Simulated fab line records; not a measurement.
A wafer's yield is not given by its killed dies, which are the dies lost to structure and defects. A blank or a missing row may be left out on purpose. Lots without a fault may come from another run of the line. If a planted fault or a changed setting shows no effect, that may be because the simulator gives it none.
fab line records -- flow berkeleyCmos170
[record] lots = 6, wafers = 18, lastDay = 12
route steps=331 shown M2@289 V2@292
lots untouched by any fault: they come from a run of this same line in which no faults occurred
startH: the number of hours between the record's first day and the start of the first shown wafer of the lot -- waitH: time in hours since the lot's previous step -- " same as the row above -- L1.1+2: several wafers, shown together as one row -- - value missing, or start not given -- * or withheld: withheld -- < > ~ a bound
route shown NAME@n: NAME is a module with steps in the file, n the number in the route of the first one -- usual: mean/standard deviation taken from wafers without a fault -- same: alike in all rows -- chamber/n: place in a boat -- sites: the reading at each site -- _std_site: how widely they spread, as a standard deviation -- _edge_site: inner sites' mean taken away from outer sites' mean -- radiusMm: for every site, how far away it sits from the centre of the wafer -- mask NAME#n: copy n -- behind: the last tool/chamber to shape the wafer -- hold: why the lot was held/for how many hours/how that ended -- device: the transistor (n, p or np) that didn't switch -- end of line: tests of these same wafers at the route's end -- step lacking rows: just its recipe -- killed: the dies lost at the first sort to structure and to defects; this is not the yield of the wafer -- map: shows each die of a wafer: x if killed, . if not, _ if none is there
set.NAME: the setting the step ran with; set.NAME@STEP: the setting that earlier step ran with -- model.NAME: the simulator's own value behind a step, which no gauge read
lots at selected steps of the route; one table per step, one row per wafer
services: the hour from which a tool's chamber was out of use, counted from the record's first day as startH (under 0 if before that day), plus the number of hours and why
[[steps]]
[step UCB170_M2_METAL_ETCH_18]
[recipe] chemistry = Cl2/BCl3, target = Al, stopOn = SiO2, pressureMtorr = 12, targetDepthA = 11700, overEtchFrac = 0.3, timeS = 195, icpW = 600, biasW = 120, Cl2_flow_sccm = 90, bcl3FlowSccm = 45
[usual] drypumpMotorCurrentA = 5.4/0.65, oesProductAu = 0.858/0.011, throttleValvePct = 24.38/0.21
lot.wafer,tool,chamber,startH,waitH,drypumpMotorCurrentA,oesProductAu,rfHoursCounterH,throttleValvePct
L480.1,rieMetal-02,0,211.01,-,6.4,0.860,7,24.53
L480.2,rieMetal-02,1,211.01,-,5.7,0.864,0,24.47
L480.3,rieMetal-02,0,211.01,-,6.4,0.865,-,24.54
L485.2,rieMetal-01,1,235.02,-,4.7,0.853,9,24.09
L485.3,rieMetal-01,1,235.02,-,4.7,0.848,-,24.10
L485.5,rieMetal-01,0,235.02,-,4.7,0.841,-,24.57
L489.2,rieMetal-02,0,250.12,-,6.4,0.866,8,24.54
L489.3,rieMetal-02,1,250.12,-,5.7,0.874,-,24.45
L489.5,rieMetal-02,1,250.12,-,5.7,0.862,-,24.46
L486.1,rieMetal-01,1,250.40,-,4.7,0.849,9,24.08
L486.4,rieMetal-01,0,250.40,-,4.7,0.852,-,24.59
L486.6,rieMetal-01,1,250.40,-,4.7,0.849,-,24.07
L496.2,rieMetal-04,0,287.28,-,4.8,0.870,4,24.04
L496.5,rieMetal-04,0,287.28,-,4.8,0.876,-,24.05
L496.6,rieMetal-04,1,287.28,-,5.5,0.857,-,24.48
L495.2,rieMetal-01,1,287.55,-,4.7,0.844,10,24.09
L495.3,rieMetal-01,1,287.55,-,4.7,0.850,-,24.07
L495.5,rieMetal-01,0,287.55,-,4.7,0.848,-,24.56
[step UCB170_M2_STRIP_19]
[recipe] chemistry = O2, powerW = 400, pressureMtorr = 3500, platenTempC = withheld, o2FlowSccm = 400, overashFraction = 0.5
[usual] drypumpMotorCurrentA = 5.6/0.45, oesProductAu = 0.546/0.012
lot.wafer,tool,chamber,startH,waitH,drypumpMotorCurrentA,oesProductAu,rfHoursCounterH
L480.1,plasmaAsher-02,1,211.20,0.1,6.4,0.536,49
L480.2,plasmaAsher-02,0,211.20,0.1,5.2,0.538,49
L480.3,plasmaAsher-02,0,211.20,0.1,5.2,0.540,-
L485.2,plasmaAsher-02,0,235.20,0.1,5.2,0.554,52
L485.3,plasmaAsher-02,0,235.20,0.1,5.2,0.558,-
L485.5,plasmaAsher-02,1,235.20,0.1,6.4,0.549,-
L489.2,plasmaAsher-01,1,250.31,0.1,5.4,0.543,52
L489.3,plasmaAsher-01,1,250.31,0.1,5.4,0.537,-
L489.5,plasmaAsher-01,1,250.31,0.1,5.4,0.527,-
L486.1,plasmaAsher-02,0,250.58,0.1,5.2,0.541,54
L486.4,plasmaAsher-02,0,250.58,0.1,5.1,0.550,-
L486.6,plasmaAsher-02,1,250.58,0.1,6.4,0.556,-
L496.2,plasmaAsher-01,0,287.46,0.1,5.5,0.530,57
L496.5,plasmaAsher-01,1,287.46,0.1,5.4,0.524,-
L496.6,plasmaAsher-01,0,287.46,0.1,5.5,0.555,-
L495.2,plasmaAsher-02,1,287.74,0.1,6.4,0.562,58
L495.3,plasmaAsher-02,0,287.74,0.1,5.2,0.559,-
L495.5,plasmaAsher-02,0,287.74,0.1,5.1,0.547,-
[step UCB170_M2_CD_MEAS_90]
[recipe] targetCdNm = 700
[usual] cdNm = 698.8/2.7
lot.wafer,tool,chamber,startH,waitH,cdNm
L480.1,cdSem-01,-,211.30,0.1,700.1
L480.2,cdSem-01,-,211.30,0.1,701.7
L480.3,cdSem-01,-,211.30,0.1,697.1
L485.2,cdSem-01,-,235.32,0.1,699.6
L485.3,cdSem-01,-,235.32,0.1,699.7
L485.5,cdSem-01,-,235.32,0.1,699.9
L489.2,cdSem-01,-,250.43,0.1,700.0
L489.3,cdSem-01,-,250.43,0.1,704.6
L489.5,cdSem-01,-,250.43,0.1,705.1
L486.1,cdSem-01,-,250.68,0.1,703.1
L486.4,cdSem-01,-,250.68,0.1,700.5
L486.6,cdSem-01,-,250.68,0.1,699.6
L496.2,cdSem-02,-,287.58,0.1,699.1
L496.5,cdSem-02,-,287.58,0.1,700.8
L496.6,cdSem-02,-,287.58,0.1,696.2
L495.2,cdSem-02,-,287.94,0.2,699.5
L495.3,cdSem-02,-,287.94,0.2,697.4
L495.5,cdSem-02,-,287.94,0.2,696.9
[step UCB170_V2_CVD_00]
[recipe] material = SiO2, targetThkNm = 2000, tempC = 390, precursor = TEOS/O2, timeS = 250, rfW = 550, pressureMtorr = 9000
[usual] heaterPowerW = 264/59, susceptorTempC = 389.99/0.2
lot.wafer,tool,chamber,startH,waitH,heaterPowerW,susceptorTempC
L480.1,pecvd-01,1,211.42,0.1,334,389.97
L480.2,pecvd-01,0,211.42,0.1,235,389.92
L480.3,pecvd-01,0,211.42,0.1,312,390.18
L485.2,pecvd-03,2,235.42,0.1,225,390.15
L485.3,pecvd-03,1,235.42,0.1,326,389.81
L485.5,pecvd-03,0,235.42,0.1,169,389.95
L489.2,pecvd-01,1,250.53,0.1,340,389.96
L489.3,pecvd-01,2,250.53,0.1,203,390.10
L489.5,pecvd-01,2,250.53,0.1,268,389.94
L486.1,pecvd-03,1,250.80,0.1,304,389.88
L486.4,pecvd-03,0,250.80,0.1,164,390.14
L486.6,pecvd-03,1,250.80,0.1,367,389.67
L496.2,pecvd-02,1,287.68,0.1,249,389.75
L496.5,pecvd-02,2,287.68,0.1,291,389.73
L496.6,pecvd-02,1,287.68,0.1,202,389.94
L495.2,pecvd-01,2,288.04,0.1,213,389.87
L495.3,pecvd-01,1,288.04,0.1,273,390.15
L495.5,pecvd-01,0,288.04,0.1,225,390.11
[step UCB170_V2_THK_MEAS_01]
[recipe] reads = SiO2_of_V2_CVD_00
[usual] V2_TEOS_THK = 2005/27
lot.wafer,tool,chamber,startH,waitH,V2_TEOS_THK[nm]
L480.1,filmMetro-04,-,211.65,0.2,1999
L480.2,filmMetro-04,-,211.65,0.2,1961
L480.3,filmMetro-04,-,211.65,0.2,1997
L485.2,filmMetro-01,-,235.59,0.1,1970
L485.3,filmMetro-01,-,235.59,0.1,1980
L485.5,filmMetro-01,-,235.59,0.1,2007
L489.2,filmMetro-03,-,250.69,0.1,1988
L489.3,filmMetro-03,-,250.69,0.1,1981
L489.5,filmMetro-03,-,250.69,0.1,2016
L486.1,filmMetro-04,-,250.96,0.1,1991
L486.4,filmMetro-04,-,250.96,0.1,2017
L486.6,filmMetro-04,-,250.96,0.1,2027
L496.2,filmMetro-04,-,287.85,0.1,1997
L496.5,filmMetro-04,-,287.85,0.1,1997
L496.6,filmMetro-04,-,287.85,0.1,2006
L495.2,filmMetro-04,-,288.21,0.1,1974
L495.3,filmMetro-04,-,288.21,0.1,1990
L495.5,filmMetro-04,-,288.21,0.1,2012
[step UCB170_V2_CMP_02]
[recipe] material = SiO2, downForcePsi = 6, platenRpm = 60, padVelocityMS = 0.75398
[usual] headPressurePsi = 6.000/0.014, motorCurrentA = 16.8/1.2, retainingRingPressureFrac = 1.001/0.005
lot.wafer,tool,chamber,startH,waitH,headPressurePsi,motorCurrentA,retainingRingPressureFrac
L480.1,cmp-02,1,211.71,0.1,5.968,17.5,1.006
L480.3,cmp-02,2,211.71,0.1,6.001,15.7,0.994
L480.2,cmp-02,0,211.71,0.1,5.998,15.7,0.998
L485.2,cmp-01,3,235.64,0.0,5.989,16.5,1.003
L485.3,cmp-01,1,235.64,0.0,5.985,16.7,0.999
L485.5,cmp-01,0,235.64,0.0,6.003,15.7,0.996
L489.2,cmp-01,2,250.79,0.1,6.006,18.5,1.002
L489.3,cmp-01,0,250.79,0.1,6.016,15.1,1.000
L489.5,cmp-01,1,250.79,0.1,6.015,15.9,1.000
L486.4,cmp-02,3,251.02,0.0,5.997,19.2,0.990
L486.1,cmp-02,1,251.02,0.0,6.004,17.7,0.997
L486.6,cmp-02,3,251.02,0.0,5.980,19.3,1.000
L496.2,cmp-01,3,288.05,0.2,5.986,15.3,1.002
L496.5,cmp-01,0,288.05,0.2,5.989,15.6,0.996
L496.6,cmp-01,1,288.05,0.2,6.020,14.8,0.992
L495.2,cmp-02,1,288.31,0.1,6.001,16.5,1.002
L495.3,cmp-02,3,288.31,0.1,5.999,18.8,0.993
L495.5,cmp-02,0,288.31,0.1,6.000,16.3,1.008
[step UCB170_V2_BOW_MEAS_03]
[recipe] mode = bow
[usual] V2_BOW = 35/7.6
lot.wafer,tool,chamber,startH,waitH,V2_BOW[um]
L480.1,filmMetro-03,-,212.01,0.2,31
L480.2,filmMetro-03,-,212.01,0.2,38
L480.3,filmMetro-03,-,212.01,0.2,39
L485.2,filmMetro-04,-,235.96,0.3,27
L485.3,filmMetro-04,-,235.96,0.3,33
L485.5,filmMetro-04,-,235.96,0.3,35
L489.2,filmMetro-03,-,251.06,0.2,37
L489.3,filmMetro-03,-,251.06,0.2,41
L489.5,filmMetro-03,-,251.06,0.2,37
L486.1,filmMetro-04,-,251.32,0.1,42
L486.4,filmMetro-04,-,251.32,0.1,30
L486.6,filmMetro-04,-,251.32,0.1,45
L496.2,filmMetro-03,-,288.22,0.1,26
L496.5,filmMetro-03,-,288.22,0.1,24
L496.6,filmMetro-03,-,288.22,0.1,33
L495.2,filmMetro-01,-,288.58,0.2,18
L495.3,filmMetro-01,-,288.58,0.2,37
L495.5,filmMetro-01,-,288.58,0.2,27
[step UCB170_V2_THK_MEAS_04]
[recipe] reads = SiO2_of_V2_CVD_00
[usual] V2_POLISHED_THK = 1000.5/0.95
lot.wafer,tool,chamber,startH,waitH,V2_POLISHED_THK[nm]
L480.1,filmMetro-03,-,212.13,0.1,1000.2
L480.2,filmMetro-03,-,212.13,0.1,999.6
L480.3,filmMetro-03,-,212.13,0.1,1000.3
L485.2,filmMetro-04,-,236.07,0.1,1001.4
L485.3,filmMetro-04,-,236.07,0.1,1002.6
L485.5,filmMetro-04,-,236.07,0.1,1001.7
L489.2,filmMetro-03,-,251.17,0.1,1001.6
L489.3,filmMetro-03,-,251.17,0.1,1001.0
L489.5,filmMetro-03,-,251.17,0.1,1001.6
L486.1,filmMetro-04,-,251.44,0.1,999.0
L486.4,filmMetro-04,-,251.44,0.1,998.6
L486.6,filmMetro-04,-,251.44,0.1,1001.2
L496.2,filmMetro-03,-,288.33,0.1,1001.2
L496.5,filmMetro-03,-,288.33,0.1,999.4
L496.6,filmMetro-03,-,288.33,0.1,1000.8
L495.2,filmMetro-01,-,288.69,0.1,1001.6
L495.3,filmMetro-01,-,288.69,0.1,1000.8
L495.5,filmMetro-01,-,288.69,0.1,1001.8
[step UCB170_V2_CLEAN_05]
[recipe] chemistry = DIW
[step UCB170_V2_HMDS_06]
[recipe] primeTimeS = 60, primeTempC = 100
[step UCB170_V2_COAT_07]
[recipe] resist = KrF, spinRpm = 1500, resistThkNm = 900
[step UCB170_V2_SOFTBAKE_08]
[recipe] resist = KrF, tempC = 130, timeS = 60
[step UCB170_V2_EXPOSE_09]
[recipe] maskId = VIA2, targetCdNm = 700, na = 0.5, sigmaOuter = 0.6, sourceShape = conventional, doseMj = 37
[usual] exposureDoseMJCm2 = 36.98/0.035, focusOffsetNm = 0.1/0.48
lot.wafer,tool,chamber,startH,waitH,mask,exposureDoseMJCm2,focusOffsetNm
L480.1,krfScanner-02,0,212.84,0.1,VIA2#0,37.07,-0.1
L480.2,krfScanner-02,0,212.84,0.1,VIA2#0,37.02,0.5
L480.3,krfScanner-02,0,212.84,0.1,VIA2#0,37.05,0.2
L485.2,krfScanner-02,0,237.12,0.1,VIA2#0,36.95,-0.2
L485.3,krfScanner-02,0,237.12,0.1,VIA2#0,36.99,0.3
L485.5,krfScanner-02,0,237.12,0.1,VIA2#0,37.05,0.7
L489.2,krfScanner-02,-,252.10,0.2,VIA2#0,-,-
L489.3,krfScanner-02,-,252.10,0.2,VIA2#0,-,-
L489.5,krfScanner-02,-,252.10,0.2,VIA2#0,-,-
L486.1,krfScanner-02,-,252.19,0.2,VIA2#0,-,-
L486.4,krfScanner-02,-,252.19,0.2,VIA2#0,-,-
L486.6,krfScanner-02,-,252.19,0.2,VIA2#0,-,-
L496.2,krfScanner-02,0,289.26,0.2,VIA2#0,36.97,0.3
L496.5,krfScanner-02,0,289.26,0.2,VIA2#0,36.98,0.3
L496.6,krfScanner-02,0,289.26,0.2,VIA2#0,37.00,0.3
L495.2,krfScanner-02,0,289.38,0.1,VIA2#0,36.95,0.1
L495.3,krfScanner-02,0,289.38,0.1,VIA2#0,36.98,0.2
L495.5,krfScanner-02,0,289.38,0.1,VIA2#0,36.97,-0.4
[step UCB170_V2_PEB_10]
[recipe] pebTempC = 130, pebTimeS = withheld, resist = KrF
[[services]]
tool,chamber,startH,hours,kind
rieMetal-02,1,188.10,-,clean
pecvd-01,1,190.84,-,calibration
pecvd-02,1,208.50,4.7,repair
pecvd-01,2,210.41,6.4,repair
cmp-02,-,232.00,4.0,pm
cmp-02,-,236.00,-,consumableReplace:conditioner
cmp-02,-,236.00,-,consumableReplace:pad
cmp-02,-,236.00,3.1,pm
krfScanner-02,-,260.72,1.0,pm
krfScanner-02,-,266.56,0.8,pm
krfScanner-02,-,269.99,1.3,pm
pecvd-01,2,270.05,4.2,repair
pecvd-03,-,278.77,2.2,repair
pecvd-01,2,281.41,4.7,repair
[[key]]
[firstSign] step = UCB170_V2_EXPOSE_09, reading = toolRecord, direction = missing
effect none on later readings
metAt UCB170_V2_EXPOSE_09
struckWafers L486.1,L486.4,L486.6,L489.2,L489.3,L489.5
laterRowsLeftOut L486.1,L486.4,L486.6,L489.2,L489.3,L489.5
sortLeftOut L486.1,L486.4,L486.6,L489.2,L489.3,L489.5
onsetBetween 237.12 252.10
[fault] kind = skippedStepWhole, tool = krfScanner-02, chamber = -, onsetH = 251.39, steps = UCB170_V2_EXPOSE_09, scope = struckLotsOnly
// sortLeftOut: the simulated sort isn't trusted on such a fault, so these wafers' sort isn't shown, and their yield isn't known
// laterRowsLeftOut: the simulator's readings of these wafers behind a module that went badly wrong aren't trusted and aren't shown, but for the sort
